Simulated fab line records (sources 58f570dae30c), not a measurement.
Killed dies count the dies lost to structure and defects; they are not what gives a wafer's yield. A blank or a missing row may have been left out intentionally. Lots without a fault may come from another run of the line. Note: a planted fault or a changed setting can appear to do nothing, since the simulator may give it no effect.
A sampling plan put to the test :: flow berkeley cmos170 :: one fab line, 12 faults that these records tell of, each judged on the records of the lots that it struck
The plan consists of the line's own looks: route steps at which the wafer is read by a gauge or an inspection but not changed. A look can be judged if struck wafers have a number there and the file gives its usual mean and standard deviation on fault-free wafers. Caught: 4 or more of those standard deviations (sigma) separate the usual mean from the mean of the struck wafers at a look after the fault's first step. On the tool: the identical test, applied to the tool's own readings at the steps of the fault. Also counted as caught: the struck wafers showing another recipe, or a record that is empty for them alone.

## THE FAULTS, as the simulator had put them in
1. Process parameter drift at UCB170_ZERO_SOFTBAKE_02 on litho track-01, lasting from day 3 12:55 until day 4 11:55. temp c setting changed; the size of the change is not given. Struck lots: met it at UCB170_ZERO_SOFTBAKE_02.
2. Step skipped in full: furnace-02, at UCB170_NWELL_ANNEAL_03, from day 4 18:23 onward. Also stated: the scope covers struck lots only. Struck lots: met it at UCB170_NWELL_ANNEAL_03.
3. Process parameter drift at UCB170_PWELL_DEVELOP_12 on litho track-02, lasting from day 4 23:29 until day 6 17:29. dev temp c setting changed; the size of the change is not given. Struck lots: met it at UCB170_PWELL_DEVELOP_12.
4. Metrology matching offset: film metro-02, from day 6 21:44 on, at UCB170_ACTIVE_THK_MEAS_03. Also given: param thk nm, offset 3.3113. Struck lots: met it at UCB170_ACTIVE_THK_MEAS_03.
5. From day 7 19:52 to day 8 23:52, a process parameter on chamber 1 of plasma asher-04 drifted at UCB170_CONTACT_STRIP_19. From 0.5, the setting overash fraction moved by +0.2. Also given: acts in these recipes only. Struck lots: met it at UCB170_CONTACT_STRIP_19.
6. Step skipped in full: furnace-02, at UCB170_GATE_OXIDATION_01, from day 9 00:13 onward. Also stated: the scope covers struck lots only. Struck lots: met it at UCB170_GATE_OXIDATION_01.
7. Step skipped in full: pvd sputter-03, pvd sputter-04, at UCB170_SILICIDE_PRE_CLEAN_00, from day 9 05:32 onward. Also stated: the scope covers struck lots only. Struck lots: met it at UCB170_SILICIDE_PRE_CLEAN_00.
8. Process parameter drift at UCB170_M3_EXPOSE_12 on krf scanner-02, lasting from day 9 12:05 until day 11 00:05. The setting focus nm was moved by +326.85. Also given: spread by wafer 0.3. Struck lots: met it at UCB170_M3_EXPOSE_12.
9. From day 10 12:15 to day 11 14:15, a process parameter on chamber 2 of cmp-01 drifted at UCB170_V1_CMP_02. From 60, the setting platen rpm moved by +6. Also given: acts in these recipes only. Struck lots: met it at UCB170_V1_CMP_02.
10. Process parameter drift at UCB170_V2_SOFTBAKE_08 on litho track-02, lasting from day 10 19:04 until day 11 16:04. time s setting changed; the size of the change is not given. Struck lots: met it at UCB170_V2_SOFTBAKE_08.
11. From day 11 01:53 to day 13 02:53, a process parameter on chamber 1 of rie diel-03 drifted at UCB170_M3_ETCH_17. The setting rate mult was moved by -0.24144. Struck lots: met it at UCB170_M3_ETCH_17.
12. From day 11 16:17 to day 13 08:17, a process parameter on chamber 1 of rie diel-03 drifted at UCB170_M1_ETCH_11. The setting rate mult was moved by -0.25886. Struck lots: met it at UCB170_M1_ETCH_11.

## WHAT THE PLAN SAW
fault: 1
on the tool itself: heater power total W -69 sigma
first look that catches it: no look after it can be judged
reading, sigma: -
median hours from its first step to that look: -
hours from the fault's start to the first struck lot there: -
judged looks passed uncaught: 0

fault: 2
on the tool itself: the tool's record is blank for the struck wafers
first look that catches it: no look after it can be judged
reading, sigma: -
median hours from its first step to that look: -
hours from the fault's start to the first struck lot there: -
judged looks passed uncaught: 0

fault: 3
on the tool itself: developer temp C +17 sigma
first look that catches it: none of the 2 looks that can be judged after it
reading, sigma: -
median hours from its first step to that look: -
hours from the fault's start to the first struck lot there: -
judged looks passed uncaught: 2

fault: 4
on the tool itself: ACTIVE_OXIDE_THK +5.9 sigma
first look that catches it: not the one look that can be judged after it
reading, sigma: -
median hours from its first step to that look: -
hours from the fault's start to the first struck lot there: -
judged looks passed uncaught: 1

fault: 5
on the tool itself: oes product au -12 sigma
first look that catches it: no look after it can be judged
reading, sigma: -
median hours from its first step to that look: -
hours from the fault's start to the first struck lot there: -
judged looks passed uncaught: 0

fault: 6
on the tool itself: the tool's record is blank for the struck wafers
first look that catches it: not the one look that can be judged after it
reading, sigma: -
median hours from its first step to that look: -
hours from the fault's start to the first struck lot there: -
judged looks passed uncaught: 1

fault: 7
on the tool itself: the tool's record is blank for the struck wafers
first look that catches it: not the one look that can be judged after it
reading, sigma: -
median hours from its first step to that look: -
hours from the fault's start to the first struck lot there: -
judged looks passed uncaught: 1

fault: 8
on the tool itself: exposure dose mJ cm2 -7.2 sigma
first look that catches it: not the one look that can be judged after it
reading, sigma: -
median hours from its first step to that look: -
hours from the fault's start to the first struck lot there: -
judged looks passed uncaught: 1

fault: 9
on the tool itself: platen rpm +99 or beyond sigma
first look that catches it: no look after it can be judged
reading, sigma: -
median hours from its first step to that look: -
hours from the fault's start to the first struck lot there: -
judged looks passed uncaught: 0

fault: 10
on the tool itself: run length s -56 sigma
first look that catches it: not the one look that can be judged after it
reading, sigma: -
median hours from its first step to that look: -
hours from the fault's start to the first struck lot there: -
judged looks passed uncaught: 1

fault: 11
on the tool itself: oes product au -7.2 sigma
first look that catches it: no look after it can be judged
reading, sigma: -
median hours from its first step to that look: -
hours from the fault's start to the first struck lot there: -
judged looks passed uncaught: 0

fault: 12
on the tool itself: oes product au -8.9 sigma
first look that catches it: no look after it can be judged
reading, sigma: -
median hours from its first step to that look: -
hours from the fault's start to the first struck lot there: -
judged looks passed uncaught: 0
Dash: fault not caught, or number not given in these records.

Caught at a look: 0 of 12. Caught on the tool: 12 of 12. By one or the other: 12 of 12.
On the tool alone, faults 1, 2, 3, 4, 5, 6, 7, 8, 9, 10, 11, 12 were caught.
